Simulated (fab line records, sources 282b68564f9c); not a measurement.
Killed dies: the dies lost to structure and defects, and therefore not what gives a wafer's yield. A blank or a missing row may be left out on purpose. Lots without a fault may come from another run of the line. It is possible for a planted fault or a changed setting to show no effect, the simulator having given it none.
fab line records / flow rit-cmos
record: lots: 5 wafers: 15 last-day: 8
route steps=202 shown NRETRO@61 PRETRO@64 M1@202
lots that met no fault: taken from a fault-free run of the same line
start-h: hours from the record's opening day to when the first of the lot's shown wafers began / wait-h: how many hours have passed since the lot's step before this one / " repeats the value in the row above / L1.1+2: a row that stands for several wafers / - no value, or no start given / * or withheld: withheld / < > ~ a bound
route shown NAME@n: names a module that has steps shown in the file, with the first one's number in the route / usual: average and standard deviation across the fault-free wafers / same: alike in all rows / chamber/n: place in a boat / sites: per-site readings / _std_site: the standard deviation of these / _edge_site: outer sites' mean less inner sites' / radius-mm: how far each site lies from the wafer's centre / mask NAME#n: copy n / behind: the last tool/chamber to shape the wafer / hold: the reason the lot was held/the length of the hold in hours/how it ended / device: which transistor (n, p or np) failed to switch / end of line: tests run on the same wafers once the route is complete / a step with no rows: only its recipe / killed: dies lost to structure and defects at the first sort, not the wafer's yield / map: per-die view of a wafer (x killed, . not killed, _ where there is no die)
set.NAME: the run value of the setting; set.NAME@STEP: its run value at that earlier step / model.NAME: the simulator's own value behind a step, which no gauge read
certain route steps with their lots: each step a table, each wafer a row
services: a tool's chamber out of use, with start hour (start-h, from the record's first day; less than 0 if before it), hours out, and reason
== steps ==
step: RIT_NRETRO_IMPLANT_08
recipe: species: P energy-kev: 70 dose-cm2: 1e+13 tilt-deg: 7
step: RIT_NRETRO_STRIP_09
recipe: chemistry: O2 time-s: 180 resist: NOVOLAK platen-temp-c: withheld power-w: 500 pressure-mtorr: 4000 o2-flow-sccm: 4000
usual: drypump-motor-current-A: 5.8/0.54 run-length-s: 208.3/0.35
lot.wafer=L207.1 tool=plasma-asher-02 chamber=0 start-h=52.72 wait-h=0.1 drypump-motor-current-A=6.6 rf-hours-counter-h=42 run-length-s=208.6
lot.wafer=L207.3 tool=plasma-asher-02 chamber=1 start-h=52.72 wait-h=0.1 drypump-motor-current-A=5.5 rf-hours-counter-h=- run-length-s=207.7
lot.wafer=L207.4 tool=plasma-asher-02 chamber=0 start-h=52.72 wait-h=0.1 drypump-motor-current-A=6.6 rf-hours-counter-h=- run-length-s=208.4
lot.wafer=L215.3 tool=plasma-asher-01 chamber=1 start-h=94.35 wait-h=0.1 drypump-motor-current-A=6.0 rf-hours-counter-h=- run-length-s=208.2
lot.wafer=L215.5 tool=plasma-asher-01 chamber=0 start-h=94.35 wait-h=0.1 drypump-motor-current-A=5.4 rf-hours-counter-h=- run-length-s=208.4
lot.wafer=L215.6 tool=plasma-asher-01 chamber=1 start-h=94.35 wait-h=0.1 drypump-motor-current-A=6.0 rf-hours-counter-h=- run-length-s=208.0
lot.wafer=L217.1 tool=plasma-asher-02 chamber=1 start-h=108.71 wait-h=0.1 drypump-motor-current-A=5.5 rf-hours-counter-h=46 run-length-s=207.7
lot.wafer=L217.5 tool=plasma-asher-02 chamber=0 start-h=108.71 wait-h=0.1 drypump-motor-current-A=6.6 rf-hours-counter-h=- run-length-s=208.4
lot.wafer=L217.6 tool=plasma-asher-02 chamber=1 start-h=108.71 wait-h=0.1 drypump-motor-current-A=5.5 rf-hours-counter-h=- run-length-s=207.9
lot.wafer=L219.1 tool=plasma-asher-02 chamber=0 start-h=115.19 wait-h=0.2 drypump-motor-current-A=6.6 rf-hours-counter-h=47 run-length-s=208.6
lot.wafer=L219.3 tool=plasma-asher-02 chamber=1 start-h=115.19 wait-h=0.2 drypump-motor-current-A=5.5 rf-hours-counter-h=- run-length-s=207.9
lot.wafer=L219.4 tool=plasma-asher-02 chamber=0 start-h=115.19 wait-h=0.2 drypump-motor-current-A=6.6 rf-hours-counter-h=- run-length-s=208.8
lot.wafer=L226.1 tool=plasma-asher-01 chamber=0 start-h=159.72 wait-h=0.1 drypump-motor-current-A=5.4 rf-hours-counter-h=4 run-length-s=208.2
lot.wafer=L226.2 tool=plasma-asher-01 chamber=1 start-h=159.72 wait-h=0.1 drypump-motor-current-A=6.0 rf-hours-counter-h=4 run-length-s=208.2
lot.wafer=L226.6 tool=plasma-asher-01 chamber=0 start-h=159.72 wait-h=0.1 drypump-motor-current-A=5.4 rf-hours-counter-h=- run-length-s=208.4
step: RIT_NRETRO_TW_MEAS_10
usual: NRETRO_TW: 1059/6.2
lot.wafer=L207.1 tool=film-metro-03 chamber=- start-h=52.90 wait-h=0.1 NRETRO_TW=1054
lot.wafer=L207.3 tool=film-metro-03 chamber=- start-h=52.90 wait-h=0.1 NRETRO_TW=1057
lot.wafer=L207.4 tool=film-metro-03 chamber=- start-h=52.90 wait-h=0.1 NRETRO_TW=1055
lot.wafer=L215.3 tool=film-metro-03 chamber=- start-h=94.48 wait-h=0.1 NRETRO_TW=1065
lot.wafer=L215.5 tool=film-metro-03 chamber=- start-h=94.48 wait-h=0.1 NRETRO_TW=1065
lot.wafer=L215.6 tool=film-metro-03 chamber=- start-h=94.48 wait-h=0.1 NRETRO_TW=1069
lot.wafer=L217.1 tool=film-metro-02 chamber=- start-h=108.88 wait-h=0.1 NRETRO_TW=1065
lot.wafer=L217.5 tool=film-metro-02 chamber=- start-h=108.88 wait-h=0.1 NRETRO_TW=1064
lot.wafer=L217.6 tool=film-metro-02 chamber=- start-h=108.88 wait-h=0.1 NRETRO_TW=1059
lot.wafer=L219.1 tool=film-metro-02 chamber=- start-h=115.37 wait-h=0.1 NRETRO_TW=1063
lot.wafer=L219.3 tool=film-metro-02 chamber=- start-h=115.37 wait-h=0.1 NRETRO_TW=1055
lot.wafer=L219.4 tool=film-metro-02 chamber=- start-h=115.37 wait-h=0.1 NRETRO_TW=1070
lot.wafer=L226.1 tool=film-metro-02 chamber=- start-h=159.90 wait-h=0.1 NRETRO_TW=1064
lot.wafer=L226.2 tool=film-metro-02 chamber=- start-h=159.90 wait-h=0.1 NRETRO_TW=1056
lot.wafer=L226.6 tool=film-metro-02 chamber=- start-h=159.90 wait-h=0.1 NRETRO_TW=1054
step: RIT_PRETRO_HMDS_00
recipe: prime-time-s: 60 prime-temp-c: 140
step: RIT_PRETRO_COAT_01
recipe: resist: NOVOLAK spin-rpm: 2000 resist-thk-nm: 1300
step: RIT_PRETRO_SOFTBAKE_02
recipe: resist: NOVOLAK temp-c: 90 time-s: 60
step: RIT_PRETRO_EXPOSE_03
recipe: mask-id: M5 na: 0.57 target-cd-nm: 43700 dose-mj: 250
step: RIT_PRETRO_PEB_04
recipe: resist: NOVOLAK temp-c: withheld time-s: withheld
step: RIT_PRETRO_DEVELOP_05
recipe: resist: NOVOLAK develop-time-s: 68 dev-temp-c: 23
step: RIT_PRETRO_OVL_MEAS_06
usual: PRETRO_OVL: 1.6/1.3
lot.wafer=L207.1 tool=overlay-01 chamber=- start-h=54.10 wait-h=- PRETRO_OVL[nm]=2.3
lot.wafer=L207.3 tool=overlay-01 chamber=- start-h=54.10 wait-h=- PRETRO_OVL[nm]=3.1
lot.wafer=L207.4 tool=overlay-01 chamber=- start-h=54.10 wait-h=- PRETRO_OVL[nm]=0.6
lot.wafer=L215.3 tool=overlay-02 chamber=- start-h=95.54 wait-h=- PRETRO_OVL[nm]=3.2
lot.wafer=L215.5 tool=overlay-02 chamber=- start-h=95.54 wait-h=- PRETRO_OVL[nm]=2.6
lot.wafer=L215.6 tool=overlay-02 chamber=- start-h=95.54 wait-h=- PRETRO_OVL[nm]=1.0
lot.wafer=L217.1 tool=overlay-02 chamber=- start-h=109.95 wait-h=- PRETRO_OVL[nm]=-0.4
lot.wafer=L217.5 tool=overlay-02 chamber=- start-h=109.95 wait-h=- PRETRO_OVL[nm]=2.2
lot.wafer=L217.6 tool=overlay-02 chamber=- start-h=109.95 wait-h=- PRETRO_OVL[nm]=1.1
lot.wafer=L219.1 tool=overlay-02 chamber=- start-h=116.34 wait-h=- PRETRO_OVL[nm]=1.0
lot.wafer=L219.3 tool=overlay-02 chamber=- start-h=116.34 wait-h=- PRETRO_OVL[nm]=2.6
lot.wafer=L219.4 tool=overlay-02 chamber=- start-h=116.34 wait-h=- PRETRO_OVL[nm]=1.2
lot.wafer=L226.1 tool=overlay-02 chamber=- start-h=161.17 wait-h=- PRETRO_OVL[nm]=-1.0
lot.wafer=L226.2 tool=overlay-02 chamber=- start-h=161.17 wait-h=- PRETRO_OVL[nm]=-0.5
lot.wafer=L226.6 tool=overlay-02 chamber=- start-h=161.17 wait-h=- PRETRO_OVL[nm]=-0.9
step: RIT_PRETRO_HARDBAKE_07
recipe: resist: NOVOLAK temp-c: 140 time-s: 120
step: RIT_PRETRO_IMPLANT_08
recipe: species: B energy-kev: 45 dose-cm2: 1.2e+13 tilt-deg: 7
step: RIT_PRETRO_STRIP_09
recipe: chemistry: O2 time-s: 180 resist: NOVOLAK platen-temp-c: withheld power-w: 500 pressure-mtorr: 4000 o2-flow-sccm: 4000
usual: drypump-motor-current-A: 5.9/0.48 run-length-s: 208.3/0.35
lot.wafer=L207.1 tool=plasma-asher-04 chamber=1 start-h=54.54 wait-h=0.1 drypump-motor-current-A=6.1 rf-hours-counter-h=40 run-length-s=208.5 model.NOVOLAK_of_PRETRO_COAT_01.thk-nm=0
lot.wafer=L207.3 tool=plasma-asher-04 chamber=0 start-h=54.54 wait-h=0.1 drypump-motor-current-A=5.4 rf-hours-counter-h=- run-length-s=207.8 model.NOVOLAK_of_PRETRO_COAT_01.thk-nm=0
lot.wafer=L207.4 tool=plasma-asher-04 chamber=1 start-h=54.54 wait-h=0.1 drypump-motor-current-A=6.1 rf-hours-counter-h=- run-length-s=208.5 model.NOVOLAK_of_PRETRO_COAT_01.thk-nm=0
lot.wafer=L215.3 tool=plasma-asher-04 chamber=1 start-h=96.02 wait-h=0.1 drypump-motor-current-A=6.1 rf-hours-counter-h=- run-length-s=208.5 model.NOVOLAK_of_PRETRO_COAT_01.thk-nm=0
lot.wafer=L215.5 tool=plasma-asher-04 chamber=1 start-h=96.02 wait-h=0.1 drypump-motor-current-A=6.1 rf-hours-counter-h=- run-length-s=208.7 model.NOVOLAK_of_PRETRO_COAT_01.thk-nm=0
lot.wafer=L215.6 tool=plasma-asher-04 chamber=0 start-h=96.02 wait-h=0.1 drypump-motor-current-A=5.4 rf-hours-counter-h=- run-length-s=208.3 model.NOVOLAK_of_PRETRO_COAT_01.thk-nm=0
lot.wafer=L217.1 tool=plasma-asher-04 chamber=0 start-h=110.38 wait-h=0.1 drypump-motor-current-A=5.4 rf-hours-counter-h=46 run-length-s=27.3 model.NOVOLAK_of_PRETRO_COAT_01.thk-nm=677.9
lot.wafer=L217.5 tool=plasma-asher-04 chamber=1 start-h=110.38 wait-h=0.1 drypump-motor-current-A=6.1 rf-hours-counter-h=- run-length-s=27.5 model.NOVOLAK_of_PRETRO_COAT_01.thk-nm=675.8
lot.wafer=L217.6 tool=plasma-asher-04 chamber=0 start-h=110.38 wait-h=0.1 drypump-motor-current-A=5.4 rf-hours-counter-h=- run-length-s=27.0 model.NOVOLAK_of_PRETRO_COAT_01.thk-nm=678
lot.wafer=L219.1 tool=plasma-asher-02 chamber=1 start-h=116.78 wait-h=0.1 drypump-motor-current-A=5.5 rf-hours-counter-h=48 run-length-s=208.5 model.NOVOLAK_of_PRETRO_COAT_01.thk-nm=0
lot.wafer=L219.3 tool=plasma-asher-02 chamber=0 start-h=116.78 wait-h=0.1 drypump-motor-current-A=6.6 rf-hours-counter-h=- run-length-s=208.7 model.NOVOLAK_of_PRETRO_COAT_01.thk-nm=0
lot.wafer=L219.4 tool=plasma-asher-02 chamber=1 start-h=116.78 wait-h=0.1 drypump-motor-current-A=5.5 rf-hours-counter-h=- run-length-s=207.7 model.NOVOLAK_of_PRETRO_COAT_01.thk-nm=0
lot.wafer=L226.1 tool=plasma-asher-02 chamber=0 start-h=161.79 wait-h=0.1 drypump-motor-current-A=6.6 rf-hours-counter-h=52 run-length-s=208.9 model.NOVOLAK_of_PRETRO_COAT_01.thk-nm=0
lot.wafer=L226.2 tool=plasma-asher-02 chamber=1 start-h=161.79 wait-h=0.1 drypump-motor-current-A=5.5 rf-hours-counter-h=52 run-length-s=208.0 model.NOVOLAK_of_PRETRO_COAT_01.thk-nm=0
lot.wafer=L226.6 tool=plasma-asher-02 chamber=1 start-h=161.79 wait-h=0.1 drypump-motor-current-A=5.4 rf-hours-counter-h=- run-length-s=207.7 model.NOVOLAK_of_PRETRO_COAT_01.thk-nm=0
step: RIT_PRETRO_TW_MEAS_10
usual: PRETRO_TW: 472/6.8
lot.wafer=L207.1 tool=film-metro-03 chamber=- start-h=54.72 wait-h=0.1 PRETRO_TW=478
lot.wafer=L207.3 tool=film-metro-03 chamber=- start-h=54.72 wait-h=0.1 PRETRO_TW=478
lot.wafer=L207.4 tool=film-metro-03 chamber=- start-h=54.72 wait-h=0.1 PRETRO_TW=480
lot.wafer=L215.3 tool=film-metro-03 chamber=- start-h=96.16 wait-h=0.1 PRETRO_TW=478
lot.wafer=L215.5 tool=film-metro-03 chamber=- start-h=96.16 wait-h=0.1 PRETRO_TW=479
lot.wafer=L215.6 tool=film-metro-03 chamber=- start-h=96.16 wait-h=0.1 PRETRO_TW=480
lot.wafer=L217.1 tool=film-metro-03 chamber=- start-h=110.56 wait-h=0.1 PRETRO_TW=481
lot.wafer=L217.5 tool=film-metro-03 chamber=- start-h=110.56 wait-h=0.1 PRETRO_TW=479
lot.wafer=L217.6 tool=film-metro-03 chamber=- start-h=110.56 wait-h=0.1 PRETRO_TW=478
lot.wafer=L219.1 tool=film-metro-04 chamber=- start-h=116.95 wait-h=0.1 PRETRO_TW=465
lot.wafer=L219.3 tool=film-metro-04 chamber=- start-h=116.95 wait-h=0.1 PRETRO_TW=469
lot.wafer=L219.4 tool=film-metro-04 chamber=- start-h=116.95 wait-h=0.1 PRETRO_TW=465
lot.wafer=L226.1 tool=film-metro-04 chamber=- start-h=161.97 wait-h=0.1 PRETRO_TW=466
lot.wafer=L226.2 tool=film-metro-04 chamber=- start-h=161.97 wait-h=0.1 PRETRO_TW=463
lot.wafer=L226.6 tool=film-metro-04 chamber=- start-h=161.97 wait-h=0.1 PRETRO_TW=467
step: RIT_M1_PROBE_99
usual: killed-at-contacts: 0.1/0.24 killed-at-front-end: 7/3.1 killed-dies: 7/3.1 killed-on-rim: 1.9/1.3 killed-open: 3.3/1.9 killed-short: 3.9/2.1
same: gross-dies: 264 killed_at_M0_to_M3: 0 killed_at_M4_up: 0 killed-at-back-side: 0 killed-at-other: 0
lot.wafer=L207.1 tool=prober-01 chamber=- start-h=85.39 wait-h=0.1 killed-at-contacts=0 killed-at-front-end=4 killed-dies=4 killed-on-rim=1 killed-open=2 killed-short=2
lot.wafer=L207.3 tool=prober-01 chamber=- start-h=85.49 wait-h=0.2 killed-at-contacts=0 killed-at-front-end=1 killed-dies=1 killed-on-rim=0 killed-open=0 killed-short=1
lot.wafer=L207.4 tool=prober-01 chamber=- start-h=85.54 wait-h=0.2 killed-at-contacts=0 killed-at-front-end=10 killed-dies=10 killed-on-rim=3 killed-open=2 killed-short=8
lot.wafer=L215.3 tool=prober-01 chamber=- start-h=122.51 wait-h=0.2 killed-at-contacts=0 killed-at-front-end=2 killed-dies=2 killed-on-rim=2 killed-open=1 killed-short=1
lot.wafer=L215.5 tool=prober-01 chamber=- start-h=122.61 wait-h=0.2 killed-at-contacts=0 killed-at-front-end=6 killed-dies=6 killed-on-rim=0 killed-open=5 killed-short=1
lot.wafer=L215.6 tool=prober-01 chamber=- start-h=122.66 wait-h=0.2 killed-at-contacts=0 killed-at-front-end=8 killed-dies=8 killed-on-rim=1 killed-open=0 killed-short=8
lot.wafer=L217.1 tool=prober-02 chamber=- start-h=145.22 wait-h=0.1 killed-at-contacts=0 killed-at-front-end=264 killed-dies=264 killed-on-rim=70 killed-open=1 killed-short=0
lot.wafer=L217.5 tool=prober-02 chamber=- start-h=145.42 wait-h=0.2 killed-at-contacts=0 killed-at-front-end=264 killed-dies=264 killed-on-rim=70 killed-open=2 killed-short=5
lot.wafer=L217.6 tool=prober-02 chamber=- start-h=145.47 wait-h=0.2 killed-at-contacts=0 killed-at-front-end=264 killed-dies=264 killed-on-rim=70 killed-open=5 killed-short=3
lot.wafer=L219.1 tool=prober-01 chamber=- start-h=152.20 wait-h=0.1 killed-at-contacts=0 killed-at-front-end=5 killed-dies=5 killed-on-rim=1 killed-open=1 killed-short=4
lot.wafer=L219.3 tool=prober-01 chamber=- start-h=152.30 wait-h=0.2 killed-at-contacts=0 killed-at-front-end=9 killed-dies=9 killed-on-rim=4 killed-open=4 killed-short=5
lot.wafer=L219.4 tool=prober-01 chamber=- start-h=152.35 wait-h=0.2 killed-at-contacts=0 killed-at-front-end=7 killed-dies=7 killed-on-rim=4 killed-open=2 killed-short=5
killed by level:class
L207.1 GATE:geometric-particle:short=1 GATE:geometric-particle:open=1 SILICIDE:geometric-particle:short=1 SILICIDE:geometric-particle:open=1
L207.3 GATE:geometric-particle:short=1
L207.4 GATE:geometric-particle:short=5 FOX2:geometric-particle:short=1 FOX2:geometric-particle:open=1 GATE:geometric-particle:open=1 REOX:geometric-particle:short=1 SPACER:geometric-particle:short=1
L215.3 GATE:geometric-particle:open=1 SPACER:geometric-particle:short=1
L215.5 REOX:geometric-particle:open=4 GATE:geometric-particle:open=1 REOX:geometric-particle:short=1
L215.6 FOX1:geometric-particle:short=4 SPACER:geometric-particle:short=2 REOX:geometric-particle:short=1 SILICIDE:geometric-particle:short=1
L217.1 GATE:area-oxidation=263 GATE:geometric-particle:open=1
L217.5 GATE:area-oxidation=257 REOX:geometric-particle:short=3 GATE:geometric-particle:open=2 GATE:geometric-particle:short=1 SILICIDE:geometric-particle:short=1
L217.6 GATE:area-oxidation=256 FOX2:geometric-particle:open=2 SPACER:geometric-particle:short=2 SPACER:geometric-particle:open=2 FOX2:geometric-particle:short=1 REOX:geometric-particle:open=1
L219.1 FOX1:geometric-particle:short=2 GATE:geometric-particle:short=1 GATE:geometric-particle:open=1 SILICIDE:geometric-particle:short=1
L219.3 REOX:geometric-particle:open=2 FOX1:geometric-particle:open=1 FOX1:geometric-particle:short=1 GATE:geometric-particle:short=1 GATE:geometric-particle:open=1 REOX:geometric-particle:short=1 SPACER:geometric-particle:short=1 SILICIDE:geometric-particle:short=1
L219.4 FOX1:geometric-particle:short=3 GATE:geometric-particle:short=2 REOX:geometric-particle:open=1 SPACER:geometric-particle:open=1
map L217.1 (x killed, . not)
________xxxxxxx_______
_____xxxxxxxxxxxxx____
____xxxxxxxxxxxxxxx___
___xxxxxxxxxxxxxxxxx__
__xxxxxxxxxxxxxxxxxxx_
__xxxxxxxxxxxxxxxxxxx_
_xxxxxxxxxxxxxxxxxxxxx
_xxxxxxxxxxxxxxxxxxxxx
_xxxxxxxxxxxxxxxxxxxxx
_xxxxxxxxxxxxxxxxxxxxx
__xxxxxxxxxxxxxxxxxxx_
__xxxxxxxxxxxxxxxxxxx_
___xxxxxxxxxxxxxxxxx__
____xxxxxxxxxxxxxxx___
_____xxxxxxxxxxxxx____
________xxxxxxx_______
map L215.6 (x killed, . not)
________......._______
_____.............____
____...............___
___.................__
__........x..x......._
__....x.............._
_.....................
_x....................
_.....................
_.......x.............
__.............x....._
__.........x........._
___.............x...__
____...............___
_____.............____
________......._______
== services ==
tool=plasma-asher-04 chamber=- start-h=35.24 hours=10.0 kind=pm
tool=plasma-asher-02 chamber=- start-h=44.58 hours=1.2 kind=repair
tool=plasma-asher-04 chamber=- start-h=47.58 hours=3.2 kind=repair
tool=plasma-asher-02 chamber=- start-h=92.16 hours=14.6 kind=pm
tool=plasma-asher-01 chamber=- start-h=108.75 hours=9.0 kind=pm
tool=plasma-asher-01 chamber=0 start-h=108.75 hours=9.0 kind=vent-cycle
tool=plasma-asher-01 chamber=1 start-h=108.75 hours=9.0 kind=vent-cycle
tool=plasma-asher-04 chamber=- start-h=116.94 hours=2.9 kind=repair
tool=plasma-asher-01 chamber=0 start-h=117.75 hours=- kind=clean
tool=plasma-asher-01 chamber=1 start-h=117.75 hours=- kind=clean
== key ==
first-sign: step: RIT_PRETRO_STRIP_09 reading: run-length-s direction: down sigmas: 99+ usual: * struck: *
effect: step: RIT_M1_PROBE_99 reading: killed-at-front-end direction: up sigmas: 84 usual: 7 struck: 264
model-effect: step: RIT_PRETRO_STRIP_09 value: NOVOLAK_of_PRETRO_COAT_01.thk-nm without: 0 struck: 677.3
more-kills-born-at: RIT_GATE_OXIDATION_05@furnace-03: 776
met-at RIT_PRETRO_STRIP_09
struck-wafers L217.1,L217.5,L217.6
later-rows-left-out L217.1,L217.5,L217.6
tester-left-out L217
onset-between 96.02 110.38
fault: kind: strip-aborted tool: plasma-asher-04 chamber: - onset-h: 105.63 steps: RIT_PRETRO_STRIP_09 offset: 0.85 end-h: 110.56
tester-left-out: of these lots the tester's yield and bins aren't shown, on N5 and GAA mostly nor the transistor test; their killed dies are dies lost to structure and defects alone, not to doping, threshold or leakage, so they don't give the yield
later-rows-left-out: the simulator's readings of these wafers behind a module that went badly wrong aren't trusted and aren't shown, but for the sort
